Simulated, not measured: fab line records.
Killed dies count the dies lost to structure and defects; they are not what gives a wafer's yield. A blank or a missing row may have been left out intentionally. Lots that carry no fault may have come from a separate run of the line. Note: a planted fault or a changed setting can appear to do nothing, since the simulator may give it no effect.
One fault seen from 2 desks / flow ritCmos / each desk holds nothing but its own numbers, with what lay behind them at the end

== DESK OF THE TOOL OWNER: rieMetal-01 ==
The tool's own readings at RIT_M1_METAL_ETCH_12 (etches Al in Cl2/BCl3, stops on SiO2, time 165 s, target depth 600 nm): means of the sampled wafers that have a number, for each lot that ran on this tool. The brackets show how far a lot's mean lies from the usual mean; more than 4 standard deviations puts the lot out of limits, marked OUT.
Columns: A = drypumpMotorCurrentA at RIT_M1_METAL_ETCH_12, usual 5.53 A; B = oesProductAu at RIT_M1_METAL_ETCH_12, usual 0.781 a.u.; C = rfFwdPowerW at RIT_M1_METAL_ETCH_12, usual 249.0 W; D = throttleValvePct at RIT_M1_METAL_ETCH_12, usual 8.23 %
lot=L444; first seen here=day 3 21:26; A=5.67; B=0.775; C=249.5; D=8.24
lot=L447; first seen here=day 4 18:39; A=5.56; B=0.775; C=249.1; D=8.29
lot=L452; first seen here=day 5 13:35; A=5.69; B=0.781; C=278.4 (+40) OUT; D=8.24
lot=L453; first seen here=day 5 19:46; A=5.83; B=0.789; C=278.6 (+40) OUT; D=8.18
This desk's verdict: out of limits on L452, L453, starting with L452 at day 5 13:35 (rfFwdPowerW at RIT_M1_METAL_ETCH_12). L444, L447: within limits.

== AT THE METROLOGY DESK ==
Means of the sampled wafers that have a number, per lot and without regard to the tool the lot ran on: this is what the gauges read. The brackets show how far a lot's mean lies from the usual mean; more than 4 standard deviations puts the lot out of limits, marked OUT.
Columns: A = INCOMING_BOW at RIT_ACTIVE_BOW_MEAS_00, usual -1 um; B = SILICIDE_TI_THK at RIT_SILICIDE_THK_MEAS_03, usual 30.3 nm; C = cdNm at RIT_CONTACT_CD_MEAS_08, usual 1000.1 nm
lot=L443; first seen here=day 1 10:00; A=-2; B=30.2; C=1005.5
lot=L444; first seen here=day 1 15:01; A=4; B=30.3; C=999.9
lot=L445; first seen here=day 1 20:00; A=-5; B=30.3; C=998.1
lot=L446; first seen here=day 2 01:04; A=-2; B=31.0; C=998.4
lot=L447; first seen here=day 2 06:01; A=0; B=30.2; C=998.2
lot=L448; first seen here=day 2 11:02; A=3; B=30.3; C=997.4
lot=L452; first seen here=day 3 07:02; A=7; B=30.8; C=1003.5
lot=L453; first seen here=day 3 12:02; A=-1; B=30.7; C=998.8
lot=L457; first seen here=day 4 08:00; A=3; B=30.1; C=1000.9
lot=L460; first seen here=day 4 23:01; A=-1; B=29.9; C=1003.9
lot=L462; first seen here=day 5 09:00; A=-0; B=30.0; C=999.8
lot=L463; first seen here=day 5 14:04; A=5; B=30.6; C=1001.4
lot=L465; first seen here=day 6 00:00; A=-1; B=30.4; C=1000.6
lot=L466; first seen here=day 6 05:04; A=4; B=30.3; C=1002.1
Finding of this desk: none of the 14 lots has anything out of limits.

== ALL TOGETHER ==
The tool owner's desk had the chance to raise an alarm at day 5 13:35 on L452, L453.
Nothing out of limits was seen by the metrology desk.
The metrology desk holds a record of L452, L453, inside its limits.
Every lot named ran RIT_M1_METAL_ETCH_12 on rieMetal-01.

== WHAT HAD BEEN PUT IN BY THE SIMULATOR ==
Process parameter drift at RIT_M1_METAL_ETCH_12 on rieMetal-01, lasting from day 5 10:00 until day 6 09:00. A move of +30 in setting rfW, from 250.
Lots struck among those shown: L452, L453.
How many hours passed from the start of the fault until each desk's first out-of-limits reading: the tool owner's desk, 4.
